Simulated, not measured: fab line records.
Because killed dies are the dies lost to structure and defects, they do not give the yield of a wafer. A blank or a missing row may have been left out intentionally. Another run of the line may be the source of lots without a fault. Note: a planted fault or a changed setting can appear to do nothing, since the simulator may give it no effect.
A lot that was struck, set against a sound lot || flow berkeley cmos170 || 15 out of 331 route steps
Sound: these wafers, L715.2, L715.3, L715.6. Struck: wafers L726.2, L726.3, L726.5. The cause is named last.
For every step that has rows: the tool of each side, followed by ch and its chambers, followed by its first start. Under that, the readings that differ: sound wafers || struck wafers || difference of the means || sigmas: that difference in standard deviations of wafers without a fault.
alike: readings whose means differ by less than 2 such deviations, and words and numbers that are the same on both sides. not compared: withheld readings, readings that some wafer has no value for, bounds like >300 that may hide the same value, and numbers for which the record gives no deviation and whose values overlap.
A row with sigmas, a row that says differs or no value, or rows on one side alone: a step with any of these is where the two part. Numbers that don't overlap but have no deviation are shown without sigmas and don't part them. A reading that every wafer of one side lacks parts them only if that side has two wafers or more.

first, 5 steps without rows for these wafers: UCB170_NLDD_COAT_01 (resist thk 900 nm); UCB170_NLDD_SOFTBAKE_02 (time 60 s); UCB170_NLDD_EXPOSE_03 (exposes mask NSELECT, target cd 1200 nm); UCB170_NLDD_PEB_04; UCB170_NLDD_DEVELOP_05 (develop time 45 s).
UCB170_NLDD_CD_MEAS_06: target cd 1200 nm.
  sound on cd sem-01 at day 9 13:37; struck on cd sem-02 at day 11 12:39
  alike: cd nm
UCB170_NLDD_OVL_MEAS_07:
  sound on overlay-01 at day 9 13:44; struck on overlay-02 at day 11 12:46
  alike: NLDD_OVL
then, 2 steps without rows for these wafers: UCB170_NLDD_IMPLANT_08; UCB170_NLDD_IMPLANT_09.
UCB170_NLDD_STRIP_10: strips in O2.
  sound on plasma asher-04 ch 0,1, day 9 14:04; struck on plasma asher-04 ch 0,1, day 11 13:05
  alike: drypump motor current A, oes product au, strip time to endpoint s
  not compared: rf hours counter h
UCB170_NLDD_TW_MEAS_11:
  sound on film metro-02 at day 9 14:10; struck on film metro-03 at day 11 13:12
{"reading": "NLDD_TW", "sound": "2225 2231 2235", "struck": "2196 2203 2205", "difference": -29, "sigmas": -3}
then, 1 step without rows for these wafers: UCB170_NLDD_CLEAN_12 (cleans in SPM, time 600 s).
UCB170_SPACER_CVD_00: deposits SiO2 from TEOS/O2, target thk 376 nm, time 47 s.
  sound on pecvd-03 ch 0,2, day 9 14:23; struck on pecvd-03 ch 0,1, day 11 13:25
{"reading": "model.SiO2_of_SPACER_CVD_00.thk nm (nm)", "sound": "367.8 370.1 379.4", "struck": "452.9 447.9 456.6", "difference": "+80.0", "sigmas": ""}
  alike: heater power w
UCB170_SPACER_THK_MEAS_01:
  sound on film metro-04 at day 9 14:27; struck on film metro-04 at day 11 13:42
{"reading": "SPACER_TEOS_THK (nm)", "sound": "368 370 379", "struck": "453 448 457", "difference": "+80", "sigmas": "+15"}
  not compared: hold
UCB170_SPACER_ETCHBACK_03: etches SiO2 in CHF3/CF4/Ar, stops on Si, target depth 376 nm, time 100 s.
  sound on rie diel-02 ch 0,1, day 9 21:09; struck on rie diel-01 ch 0,2, day 12 06:35
{"reading": "oes product au (a.u.)", "sound": "0.881 0.904 0.916", "struck": "0.969 1.007 0.982", "difference": "+0.086", "sigmas": "+5"}
{"reading": "model.etch.depth nm (nm)", "sound": "367.8 370.1 379.4", "struck": "427 435 429.8", "difference": "+58", "sigmas": ""}
  alike: drypump motor current A, throttle valve pct
  not compared: rf hours counter h

== WHERE THEY PART ==
Last at UCB170_SPACER_ETCHBACK_03 as far as this record goes, first at UCB170_NLDD_TW_MEAS_11.

WHY: what the simulator had put in
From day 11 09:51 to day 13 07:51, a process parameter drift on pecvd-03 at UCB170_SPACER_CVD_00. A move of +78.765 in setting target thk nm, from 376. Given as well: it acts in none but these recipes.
